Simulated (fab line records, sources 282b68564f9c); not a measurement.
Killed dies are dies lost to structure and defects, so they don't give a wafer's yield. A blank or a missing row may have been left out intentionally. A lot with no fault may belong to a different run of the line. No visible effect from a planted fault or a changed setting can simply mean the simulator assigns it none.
A struck lot beside a sound one :: flow rit_cmos :: 18 steps out of a route of 202
Sound: wafers L229.1, L229.2, L229.3. Wafers L236.4, L236.5, L236.6 were the ones struck. The cause is given at the end.
Order at every step that has rows: each side's tool, ch and its chambers, its first start. Under that, the readings that differ: sound wafers :: struck wafers :: difference of the means :: sigmas: that difference in standard deviations of wafers without a fault.
alike: readings whose means differ by less than 2 such deviations, and words and numbers that are the same on both sides. not compared: withheld readings, readings that some wafer has no value for, bounds like >300 that may hide the same value, and numbers for which the record gives no deviation and whose values overlap.
Wherever a step has rows on one side only, a row that says differs or no value, or a row with sigmas, the two part there. When numbers do not overlap yet have no deviation, they are printed without sigmas and do not part them. A reading that every wafer of one side lacks parts them only if that side has two wafers or more.

first, 1 step without rows for these wafers: RIT_SILICIDE_WET_ETCH_00 (etches SiO2 in BOE, target depth 14 nm, time 15 s).
RIT_SILICIDE_SPUTTER_01: material Ti, target thk 30 nm, time 229.8 s.
  struck on pvd_sputter-04, day 6 05:33; sound on pvd_sputter-01, day 4 19:05
  alike: cathode_dc_power_W, substrate_temp_c, throttle_valve_pct
RIT_SILICIDE_RS_MEAS_02: measurement is done with a four-point probe.
  struck on film_metro-01, day 6 05:46; sound on film_metro-02, day 4 19:14
  alike: SILICIDE_TI_RS
RIT_SILICIDE_THK_MEAS_03: measures by xrf.
  struck on film_metro-01, day 6 05:51; sound on film_metro-02, day 4 19:21
reading: SILICIDE_TI_THK (nm)
sound: 29.4 29.5 28.9
struck: 28.4 28.6 28.4
difference: -0.8
sigmas: -3
RIT_SILICIDE_RTA_04: time 10 s, ramp up 5 s, ramp down 5 s.
  sound on rtp_anneal-02 ch 0, day 4 19:25; struck on rtp_anneal-01 ch 0, day 6 05:55
  alike: wafer_temp_C_max
then, 1 step without rows for these wafers: RIT_SILICIDE_WET_ETCH_05 (etches Ti in SPM, time 120 s).
RIT_SILICIDE_RTA_06: time 10 s, ramp up 5 s, ramp down 10 s.
  sound on rtp_anneal-01 ch 0, day 4 19:34; struck on rtp_anneal-02 ch 0, day 6 06:01
  alike: wafer_temp_C_max
RIT_CONTACT_CVD_00: deposits SiO2 from TEOS, target thk 400 nm, time 61 s.
  sound on pecvd-02 ch 0,1,2, day 4 19:38; struck on pecvd-01 ch 0,1,2, day 6 06:05
reading: since_wet_clean_h (h)
sound: 242 242 242
struck: - - -
difference: no value on the struck wafers
sigmas: 
  alike: heater_power_w
RIT_CONTACT_THK_MEAS_01:
  struck on film_metro-01, day 6 06:08; sound on film_metro-01, day 4 19:41
  alike: CONTACT_TEOS_THK
then, 3 steps without rows for these wafers: RIT_CONTACT_HMDS_02 (prime time 60 s); RIT_CONTACT_COAT_03 (resist thk 1000 nm); RIT_CONTACT_SOFTBAKE_04 (time 58.15 s).
RIT_CONTACT_EXPOSE_05: exposes mask M11, target cd 1000 nm.
  sound on iline_stepper-02 ch 0, day 4 20:11; struck on iline_stepper-02 ch 0, day 6 06:41
reading: model.CONTACT.overlay_x_nm (nm)
sound: 0.6149 0.6149 0.6149
struck: -149.9 -149.9 -149.9
difference: -150.5
sigmas: 
  alike: mask, stage_vel_mm_s
then, 2 steps without rows for these wafers: RIT_CONTACT_PEB_06; RIT_CONTACT_DEVELOP_07 (develop time 120 s).
RIT_CONTACT_CD_MEAS_08: the cd target is 1000 nm.
  struck on cd_sem-01, day 6 07:11; sound on cd_sem-01, day 4 20:43
reading: cd_nm (nm)
sound: 1003.4 1000.4 1003.8
struck: 997.7 997.4 996.7
difference: -5.3
sigmas: -2
RIT_CONTACT_OVL_MEAS_09:
  struck on overlay-01, day 6 07:32; sound on overlay-02, day 4 20:50
reading: CONTACT_OVL (nm)
sound: 0.3 2.0 -0.6
struck: -148.5 -148.6 -146.7
difference: -148.5
sigmas: -99 or more
  not compared: hold
RIT_M1_PROBE_99:
  the record has rows for the sound wafers here (prober-01, day 5 01:53) and none for the struck ones

## WHERE THEY PART
Earliest at RIT_SILICIDE_THK_MEAS_03; latest, in this record, at RIT_M1_PROBE_99.

WHY: whatever the simulator had introduced
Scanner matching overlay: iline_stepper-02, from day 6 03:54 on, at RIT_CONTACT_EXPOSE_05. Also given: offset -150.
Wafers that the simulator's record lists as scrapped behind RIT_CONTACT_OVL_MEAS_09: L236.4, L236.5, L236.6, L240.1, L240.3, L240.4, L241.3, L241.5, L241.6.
